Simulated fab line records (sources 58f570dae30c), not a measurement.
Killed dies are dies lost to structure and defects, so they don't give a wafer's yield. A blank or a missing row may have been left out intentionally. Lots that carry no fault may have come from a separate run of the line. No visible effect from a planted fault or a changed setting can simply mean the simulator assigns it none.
A single fault, viewed from 2 desks	flow berkeley-cmos170	what lay behind the numbers comes last; until then each desk has only its own

== AT THE METROLOGY DESK ==
What the gauges read for every lot (on any tool): the sampled wafers with a number, averaged. The brackets show how far a lot's mean lies from the usual mean; more than 4 standard deviations puts the lot out of limits, marked OUT.
Columns: A = PSD_RS at UCB170_SDANNEAL_RS_MEAS_02, usual 75.54 ohm/sq
lot	first seen here	A
L436	day 6 11:21	75.44
L437	day 6 11:35	75.82
L438	day 7 11:31	75.49
L440	day 7 11:55	75.36
L441	day 7 12:15	76.95 (+5.2) OUT
L444	day 8 14:49	77.22 (+6.2) OUT
L443	day 8 15:50	75.29
L452	day 9 17:11	75.45
L448	day 9 17:25	75.79
L454	day 10 07:43	75.11
L455	day 10 15:58	75.21
L458	day 11 09:29	75.83
L457	day 11 09:33	75.62
L456	day 11 09:58	75.24
This desk's finding: out of limits on L441, L444; first on L441, day 7 12:15 (PSD_RS at UCB170_SDANNEAL_RS_MEAS_02). L436, L437, L438, L440, L443, L452, L448, L454, L455, L458, L457, L456 stayed within limits.

== DESK OF THE TOOL OWNER: implanter-04 ==
For each lot that ran on this tool, the mean over its sampled wafers that have a number, from the tool's own readings at UCB170_PSD_IMPLANT_08. The brackets show how far a lot's mean lies from the usual mean; more than 4 standard deviations puts the lot out of limits, marked OUT.
Columns: A = dose-ions-cm2 at UCB170_PSD_IMPLANT_08, usual 3e+15
lot	first seen here	A
L437	day 6 08:21	3e+15
L438	day 7 08:28	3e+15
L441	day 7 09:02	3e+15 (-23) OUT
L444	day 8 11:22	3e+15 (-23) OUT
L456	day 11 04:11	3e+15
This desk finds L441, L444 out of limits, L441 being first, at day 7 09:02 (dose-ions-cm2 at UCB170_PSD_IMPLANT_08). L437, L438, L456 stayed within limits.

== TAKEN TOGETHER ==
An alarm could have come from the tool owner's desk at day 7 09:02, on L441, L444.
Metrology desk: alarm possible at day 7 12:15 on L441, L444.
UCB170_PSD_IMPLANT_08 was run on implanter-04 by each of the lots named.

== WHAT THE SIMULATOR HAD PUT IN ==
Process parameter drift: implanter-04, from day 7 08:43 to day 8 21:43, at UCB170_PSD_IMPLANT_08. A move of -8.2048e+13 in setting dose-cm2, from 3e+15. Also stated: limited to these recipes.
Shown lots that were struck: L441, L444.
Delay (hours) between the fault's onset and each desk's first out-of-limits reading: 0 at the tool owner's desk, 4 at the metrology desk.
